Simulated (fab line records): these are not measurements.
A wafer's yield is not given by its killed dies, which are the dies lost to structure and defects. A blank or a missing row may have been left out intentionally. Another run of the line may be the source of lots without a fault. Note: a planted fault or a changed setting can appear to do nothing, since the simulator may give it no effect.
The tool behind it: which one? + flow berkeley_cmos170 + 41 wafers from 14 lots sampled at 3 of the route's 331 steps

== WHAT THE GAUGES SHOWED, per wafer ==
UCB170_NWELL_OVL_MEAS_12.
| lot  | measured    | on         | NWELL_OVL (nm) |
|------|-------------|------------|----------------|
| L211 | day 2 08:07 | overlay-02 | -10 -10 -5     |
| L213 | day 2 21:05 | overlay-02 | 7 -4 9         |
| L214 | day 3 02:49 | overlay-02 | 7 6 5          |
| L216 | day 3 09:03 | overlay-01 | -11 0 -4       |
| L217 | day 4 00:36 | overlay-01 | 11 6 3         |
| L218 | day 4 00:53 | overlay-02 | -1 -1 -3       |
| L220 | day 4 06:47 | overlay-02 | -6 -1 2        |
| L223 | day 4 19:21 | overlay-02 | -5 3 0         |
| L224 | day 5 03:30 | overlay-02 | 0 -9           |
| L226 | day 5 13:59 | overlay-02 | 7 1 5          |
| L229 | day 6 02:10 | overlay-02 | 2 -3 -1        |
| L231 | day 6 18:05 | overlay-02 | -1 -8 1        |
| L232 | day 7 02:15 | overlay-02 | -5 -6 -8       |
| L233 | day 7 07:46 | overlay-01 | -1 -4 1        |

UCB170_V2_THK_MEAS_01.
| lot  | measured     | on            | V2_TEOS_THK (nm) |
|------|--------------|---------------|------------------|
| L211 | day 7 12:52  | film_metro-02 | 1955 1992 1995   |
| L213 | day 7 22:46  | film_metro-02 | 2002 1994 2020   |
| L214 | day 7 23:15  | film_metro-04 | 1995 2013 2033   |
| L216 | day 8 12:38  | film_metro-04 | 1976 1943 2016   |
| L217 | day 8 21:35  | film_metro-02 | 1952 1969 2003   |
| L218 | day 9 02:28  | film_metro-03 | 2004 2042 2049   |
| L220 | day 9 17:52  | film_metro-03 | 1978 2027 2059   |
| L223 | day 10 01:38 | film_metro-04 | 2009 2008 2045   |
| L224 | day 10 07:49 | film_metro-04 | 2659 2703        |
| L226 | day 10 22:20 | film_metro-04 | 2664 2703 2673   |
| L229 | day 11 10:30 | film_metro-02 | 1974 2024 2000   |
| L231 | day 12 09:02 | film_metro-02 | 2015 1985 2001   |
| L232 | day 12 17:04 | film_metro-04 | 1974 1981 2031   |
| L233 | day 12 17:20 | film_metro-03 | 1993 2038 2040   |

== EACH LOT AND THE TOOL THAT RAN IT (in order: tool; ch and the chambers of the sampled wafers; start) ==
| lot  | UCB170_V2_CVD_00                |
|------|---------------------------------|
| L211 | pecvd-03 ch 1,2, day 7 12:41    |
| L213 | pecvd-03 ch 0,1,2, day 7 22:36  |
| L214 | pecvd-01 ch 0,1, day 7 23:05    |
| L216 | pecvd-03 ch 0,1,2, day 8 12:28  |
| L217 | pecvd-03 ch 1,2, day 8 21:25    |
| L218 | pecvd-01 ch 0,1, day 9 02:13    |
| L220 | pecvd-02 ch 0,1,2, day 9 17:42  |
| L223 | pecvd-02 ch 0,1,2, day 10 01:28 |
| L224 | pecvd-02 ch 1,2, day 10 07:38   |
| L226 | pecvd-02 ch 1,2, day 10 22:10   |
| L229 | pecvd-01 ch 1,2, day 11 10:19   |
| L231 | pecvd-03 ch 0,1,2, day 12 08:52 |
| L232 | pecvd-01 ch 0,1,2, day 12 16:55 |
| L233 | pecvd-03 ch 0,1,2, day 12 17:10 |
- UCB170_V2_CVD_00: deposits SiO2 from TEOS/O2, target thk 2000 nm, time 250 s.

== AS READ BY THE TOOLS THEMSELVES (means over the sampled wafers that have a number; for cases with no such wafer, the mark the record gives instead) ==
UCB170_V2_CVD_00.
| lot  | tool     | heater_power_w (W) |
|------|----------|--------------------|
| L211 | pecvd-03 | 168                |
| L213 | pecvd-03 | 240                |
| L214 | pecvd-01 | 239                |
| L216 | pecvd-03 | 213                |
| L217 | pecvd-03 | 228                |
| L218 | pecvd-01 | 248                |
| L220 | pecvd-02 | 248                |
| L223 | pecvd-02 | 265                |
| L224 | pecvd-02 | 241                |
| L226 | pecvd-02 | 260                |
| L229 | pecvd-01 | 237                |
| L231 | pecvd-03 | 254                |
| L232 | pecvd-01 | 243                |
| L233 | pecvd-03 | 247                |

== THE ANSWER, worked out from the rows above alone ==
Rule: the lots themselves supply what counts as usual. Put in order of their means at a reading, lots are off if they are a third of the lots or fewer, leave a main group of 4 or more, and stand apart from it by a gap of 3 or more times the standard deviation of the main group's means; of several such gaps the widest counts. A main group whose means are all the same, to the digits that the tables above print for the reading, isn't used. A lot without any number at a reading at which 4 lots or more have one is off too. Where the step has rows for the other lots, those lots are counted as sound. The gauges are gone through in route order, then the tools' own readings, and for those a lot's mean is taken as printed above. The first step at which some lot is off is used, and at that step the reading that is off furthest; a lot without a number counts as furthest.
Off: at UCB170_V2_THK_MEAS_01 (V2_TEOS_THK), L224, L226. For the main group the mean is 2004 nm and the standard deviation 18.
If a tool, at a process step before that reading, ran all the lots that are off and no sound lot after the first of them, it fits. Those tools and the gauges at UCB170_V2_THK_MEAS_01 are tried in the same way. One fits: UCB170_V2_CVD_00 on pecvd-02. Its last sound lot is L223 (day 10 01:28), its first lot that is off L224 (day 10 07:38): a fault that began between those two fits.

== WHAT THE SIMULATOR HAD INSERTED ==
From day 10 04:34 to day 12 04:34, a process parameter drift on pecvd-02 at UCB170_V2_CVD_00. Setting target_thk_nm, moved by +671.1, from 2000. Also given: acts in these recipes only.
Struck lots among those shown: L224, L226. The rule above reached the same finding.
